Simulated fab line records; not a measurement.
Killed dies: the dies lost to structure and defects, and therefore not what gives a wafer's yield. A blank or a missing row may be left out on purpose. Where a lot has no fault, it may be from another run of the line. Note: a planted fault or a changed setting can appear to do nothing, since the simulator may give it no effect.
fab line records	flow berkeley-cmos170
[record] lots = 13	wafers = 39	last-day = 11
route steps=331 shown PWELL@47 PFIELD@82
lots that met no fault: taken from a fault-free run of the same line
start-h: hours from the record's opening day to when the first of the lot's shown wafers began	wait-h: hours elapsed since this lot's preceding step	" as in the row above	L1.1+2: a row that stands for several wafers	- either no value or no given start	* or withheld: withheld	< > ~ a bound
route shown NAME@n: a module of which the file shows steps, and the number in the route of the first	usual: mean/standard deviation taken from wafers without a fault	same: alike in all rows	chamber/n: place in a boat	sites: readings site by site	_std_site: standard deviation of those values	_edge_site: the outer-site mean with the inner-site mean subtracted	radius-mm: how far each site lies from the wafer's centre	mask NAME#n: copy n	behind: tool/chamber where the wafer was last shaped	hold: reason for holding the lot/hours on hold/outcome of the hold	device: transistor that didn't switch, given as n, p or np	end of line: tests of these same wafers at the route's end	a step with no rows: only its recipe	killed: not the wafer's yield, but the dies lost to structure and defects at the first sort	map: shows each die of a wafer: x if killed, . if not, _ if none is there
set.NAME: the run value of the setting; set.NAME@STEP: its run value at that earlier step	model.NAME: the simulator's own value behind a step, which no gauge read
steps of the route over a sample of lots; a table a step, a row a wafer
services: from which hour (start-h, from the record's first day; less than 0 if before it) a tool's chamber was out of use, for how many hours, and why
[[steps]]
[step UCB170_PWELL_OVL_MEAS_13]
[usual] PWELL_OVL = 1/6.1
lot.wafer	tool	chamber	start-h	wait-h	PWELL_OVL[nm]
L582.1	overlay-01	-	72.64	-	-2
L582.2	"	-	"	"	3
L582.5	"	-	"	"	-10
L581.3	overlay-02	-	72.84	-	3
L581.4	"	-	"	"	9
L581.5	"	-	"	"	-4
L584.1	overlay-02	-	83.05	-	-12
L584.2	"	-	"	"	0
L584.5	"	-	"	"	-8
L585.1	overlay-02	-	95.17	-	-1
L585.5	"	-	"	"	0
L585.6	"	-	"	"	3
L586.2	overlay-02	-	99.88	-	1
L586.5	"	-	"	"	5
L586.6	"	-	"	"	5
L589.1	overlay-02	-	100.37	-	-9
L589.4	"	-	"	"	-14
L589.6	"	-	"	"	-22
L593.2	overlay-01	-	126.61	-	-5
L593.4	"	-	"	"	-4
L593.6	"	-	"	"	4
L595.1	overlay-01	-	131.18	-	1
L595.4	"	-	"	"	11
L595.5	"	-	"	"	10
L596.1	overlay-02	-	134.87	-	2
L596.4	"	-	"	"	2
L596.5	"	-	"	"	3
L598.2	overlay-02	-	142.21	-	2
L598.3	"	-	"	"	-6
L598.4	"	-	"	"	7
L601.3	overlay-02	-	156.13	-	-1
L601.5	"	-	"	"	6
L601.6	"	-	"	"	8
L599.2	overlay-02	-	156.30	-	4
L599.4	"	-	"	"	1
L599.6	"	-	"	"	2
L600.1	overlay-01	-	156.45	-	4
L600.3	"	-	"	"	6
L600.4	"	-	"	"	2
[step UCB170_PWELL_STRIP_16]
[recipe] chemistry = O2	power-w = 400	pressure-mtorr = 3500	platen-temp-c = withheld	o2-flow-sccm = 400	overash-fraction = 0.5
[usual] drypump-motor-current-A = 5.87/0.2	oes-product-au = 0.721/0.004	strip-time-to-endpoint-s = 18.11/0.086
lot.wafer	tool	chamber	start-h	wait-h	drypump-motor-current-A	oes-product-au	rf-hours-counter-h	strip-time-to-endpoint-s
L582.1	plasma-asher-01	1	72.93	0.1	5.56	0.717	36	18.03
L582.2	"	0	"	"	5.90	0.723	36	18.14
L582.5	"	1	"	"	5.58	0.723	-	18.04
L581.3	plasma-asher-03	0	73.15	0.1	6.15	0.727	-	18.16
L581.4	"	1	"	"	5.69	0.714	-	18.04
L581.5	"	0	"	"	6.13	0.717	-	18.09
L584.1	plasma-asher-04	1	83.33	0.1	5.86	0.719	37	18.13
L584.2	"	0	"	"	6.03	0.722	37	18.02
L584.5	"	1	"	"	5.84	0.722	-	18.17
L585.1	plasma-asher-01	1	95.50	0.1	5.58	0.720	39	17.94
L585.5	"	1	"	"	5.58	0.724	-	18.03
L585.6	"	0	"	"	5.89	0.719	-	18.13
L586.2	plasma-asher-03	0	100.16	0.1	6.15	0.723	31	17.96
L586.5	"	1	"	"	5.65	0.725	-	18.04
L586.6	"	0	"	"	6.13	0.721	-	18.12
L589.1	plasma-asher-01	0	100.67	0.1	5.88	0.721	39	18.13
L589.4	"	0	"	"	5.88	0.726	-	18.00
L589.6	"	0	"	"	5.87	0.722	-	18.04
L593.2	plasma-asher-01	1	126.89	0.1	5.57	0.717	1	18.16
L593.4	"	1	"	"	5.58	0.711	-	18.21
L593.6	"	1	"	"	5.57	0.723	-	18.24
L595.1	plasma-asher-03	1	131.46	0.1	5.70	0.716	35	18.18
L595.4	"	0	"	"	6.15	0.728	-	18.13
L595.5	"	1	"	"	5.73	0.724	-	18.25
L596.1	plasma-asher-04	0	135.16	0.1	6.03	0.722	44	18.15
L596.4	"	1	"	"	5.84	0.720	-	18.12
L596.5	"	0	"	"	6.01	0.722	-	18.07
L598.2	plasma-asher-04	0	142.49	0.1	6.02	0.722	45	18.19
L598.3	"	1	"	"	5.82	0.719	-	18.23
L598.4	"	0	"	"	6.02	0.708	-	18.14
L601.3	plasma-asher-03	1	156.44	0.1	5.74	0.722	-	18.05
L601.5	"	1	"	"	5.69	0.720	-	18.06
L601.6	"	0	"	"	6.13	0.722	-	18.10
L599.2	plasma-asher-04	0	156.58	0.1	6.05	0.724	47	18.11
L599.4	"	1	"	"	5.86	0.725	-	18.22
L599.6	"	0	"	"	6.07	0.724	-	18.15
L600.1	plasma-asher-03	0	156.73	0.1	6.15	0.718	38	18.13
L600.3	"	0	"	"	6.15	0.717	-	18.07
L600.4	"	1	"	"	5.67	0.719	-	17.91
[step UCB170_PFIELD_EXPOSE_03]
[recipe] mask-id = PFIELD	na = 0.5	sigma-outer = 0.6	source-shape = conventional	target-cd-nm = 1500	dose-mj = 30
[usual] stage-vel-mm-s = 500.01/0.3
lot.wafer	tool	chamber	start-h	wait-h	mask	stage-vel-mm-s
L581.3	krf-scanner-01	0	107.07	0.2	PFIELD#0	499.39
L581.4	"	0	"	"	PFIELD#0	500.29
L581.5	"	0	"	"	PFIELD#0	499.71
L582.1	krf-scanner-01	0	107.15	0.4	PFIELD#0	500.06
L582.2	"	0	"	"	PFIELD#0	500.28
L582.5	"	0	"	"	PFIELD#0	499.96
L584.1	krf-scanner-01	0	111.20	0.2	PFIELD_R1#0	499.78
L584.2	"	0	"	"	PFIELD_R1#0	499.83
L584.5	"	0	"	"	PFIELD_R1#0	499.70
L585.1	krf-scanner-02	0	122.24	0.2	PFIELD#0	499.81
L585.5	"	0	"	"	PFIELD#0	500.37
L585.6	"	0	"	"	PFIELD#0	499.87
L586.2	krf-scanner-01	0	123.03	0.4	PFIELD#0	499.91
L586.5	"	0	"	"	PFIELD#0	499.85
L586.6	"	0	"	"	PFIELD#0	499.86
L589.1	krf-scanner-01	0	135.09	-	PFIELD#0	500.17
L589.4	"	0	"	"	PFIELD#0	499.63
L589.6	"	0	"	"	PFIELD#0	500.09
L593.2	krf-scanner-01	0	153.68	0.2	PFIELD#0	500.23
L593.4	"	0	"	"	PFIELD#0	500.29
L593.6	"	0	"	"	PFIELD#0	500.70
L595.1	krf-scanner-02	0	163.17	0.2	PFIELD#0	500.28
L595.4	"	0	"	"	PFIELD#0	500.28
L595.5	"	0	"	"	PFIELD#0	500.08
L596.1	krf-scanner-02	0	167.05	0.3	PFIELD#0	499.82
L596.4	"	0	"	"	PFIELD#0	500.08
L596.5	"	0	"	"	PFIELD#0	500.13
L598.2	krf-scanner-01	0	170.67	0.2	PFIELD#0	499.91
L598.3	"	0	"	"	PFIELD#0	500.25
L598.4	"	0	"	"	PFIELD#0	500.30
L599.2	krf-scanner-02	0	186.90	0.2	PFIELD#0	499.61
L599.4	"	0	"	"	PFIELD#0	499.63
L599.6	"	0	"	"	PFIELD#0	499.83
L601.3	krf-scanner-01	0	187.16	0.5	PFIELD#0	499.61
L601.5	"	0	"	"	PFIELD#0	500.34
L601.6	"	0	"	"	PFIELD#0	499.68
L600.1	krf-scanner-01	0	190.77	0.1	PFIELD#0	500.38
L600.3	"	0	"	"	PFIELD#0	500.62
L600.4	"	0	"	"	PFIELD#0	500.56
[step UCB170_PFIELD_STRIP_08]
[recipe] chemistry = O2	power-w = 400	pressure-mtorr = 3500	platen-temp-c = withheld	o2-flow-sccm = 400	overash-fraction = 0.5
[usual] drypump-motor-current-A = 5.6/0.32	oes-product-au = 0.734/0.0046	strip-time-to-endpoint-s = 21.64/0.054
lot.wafer	tool	chamber	start-h	wait-h	drypump-motor-current-A	oes-product-au	rf-hours-counter-h	strip-time-to-endpoint-s
L581.3	plasma-asher-02	1	108.23	0.1	5.2	0.730	-	21.53
L581.4	"	0	"	"	5.3	0.734	-	21.59
L581.5	"	0	"	"	5.3	0.738	-	21.58
L582.1	plasma-asher-04	1	108.47	0.1	5.9	0.742	41	21.72
L582.2	"	0	"	"	6.0	0.732	41	21.71
L582.5	"	0	"	"	6.0	0.730	-	21.64
L584.1	plasma-asher-02	0	111.78	0.1	5.3	0.735	39	21.61
L584.2	"	1	"	"	5.2	0.732	39	21.61
L584.5	"	0	"	"	5.3	0.739	-	21.63
L585.1	plasma-asher-01	1	122.82	0.1	5.6	0.735	0	21.62
L585.5	"	0	"	"	5.9	0.735	-	21.64
L585.6	"	1	"	"	5.6	0.736	-	21.64
L586.2	plasma-asher-01	0	123.59	0.1	5.9	0.735	1	21.65
L586.5	"	1	"	"	5.6	0.736	-	21.62
L586.6	"	0	"	"	5.9	0.734	-	21.68
L589.1	plasma-asher-01	0	136.73	0.1	5.9	0.728	2	21.65
L589.4	"	0	"	"	5.9	0.740	-	21.63
L589.6	"	0	"	"	5.9	0.737	-	21.66
L593.2	plasma-asher-04	1	154.24	0.1	5.9	0.730	46	21.70
L593.4	"	1	"	"	5.9	0.734	-	21.71
L593.6	"	1	"	"	5.9	0.735	-	21.71
L595.1	plasma-asher-04	0	164.43	0.1	6.1	0.741	48	21.68
L595.4	"	0	"	"	6.1	0.739	-	21.65
L595.5	"	0	"	"	6.1	0.732	-	21.61
L596.1	plasma-asher-02	1	167.63	0.1	5.2	0.737	46	21.60
L596.4	"	0	"	"	5.3	0.735	-	21.58
L596.5	"	1	"	"	5.2	0.738	-	21.54
L598.2	plasma-asher-04	1	171.22	0.1	5.8	0.734	48	21.63
L598.3	"	0	"	"	6.0	0.733	-	21.62
L598.4	"	1	"	"	5.8	0.734	-	21.67
L599.2	plasma-asher-02	0	187.67	0.1	5.3	0.737	48	21.59
L599.4	"	1	"	"	5.3	0.723	-	21.71
L599.6	"	1	"	"	5.3	0.730	-	21.65
L601.3	plasma-asher-04	0	187.92	0.1	6.0	0.734	-	21.67
L601.5	"	0	"	"	6.1	0.733	-	21.65
L601.6	"	1	"	"	5.9	0.733	-	21.68
L600.1	plasma-asher-02	1	191.75	0.1	5.2	0.735	49	21.64
L600.3	"	0	"	"	5.3	0.729	-	21.60
L600.4	"	1	"	"	5.2	0.728	-	21.57
[[services]]
tool	chamber	start-h	hours	kind
krf-scanner-01	-	56.30	13.0	repair
krf-scanner-01	0	60.75	-	calibration
plasma-asher-01	-	80.12	0.7	repair
krf-scanner-02	-	87.77	1.3	pm
krf-scanner-01	-	102.01	1.0	pm
plasma-asher-03	-	102.92	2.8	pm
krf-scanner-02	-	108.36	0.8	pm
plasma-asher-01	-	108.75	9.0	pm
plasma-asher-01	0	108.75	9.0	vent-cycle
plasma-asher-01	1	108.75	9.0	vent-cycle
krf-scanner-02	0	116.33	-	calibration
plasma-asher-01	0	117.75	-	clean
plasma-asher-01	1	117.75	-	clean
krf-scanner-02	-	126.03	0.8	pm
plasma-asher-01	-	154.07	4.2	repair
krf-scanner-01	-	178.82	1.3	pm
plasma-asher-03	-	190.59	2.2	repair
[[key]]
[first-sign] step = UCB170_PFIELD_EXPOSE_03	reading = mask	direction = changed
effect none on later readings
met-at UCB170_PFIELD_EXPOSE_03
struck-lots L584
sort-left-out L584.1,L584.2,L584.5
tester-left-out L584
not-acting-at UCB170_PWELL_OVL_MEAS_13,UCB170_PWELL_STRIP_16,UCB170_PFIELD_STRIP_08
onset-between 107.15 111.20
[fault] kind = wrong-mask	tool = any	chamber = -	onset-h = 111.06	steps = UCB170_PFIELD_EXPOSE_03	aux-copy = PFIELD_R1#0	cd-offset-nm = 225	scope = struck-lots-only
// tester-left-out: of these lots the tester's yield and bins aren't shown, on N5 and GAA mostly nor the transistor test; their killed dies are dies lost to structure and defects alone, not to doping, threshold or leakage, so they don't give the yield
// sort-left-out: the simulated sort isn't trusted on such a fault, so these wafers' sort isn't shown, and their yield isn't known
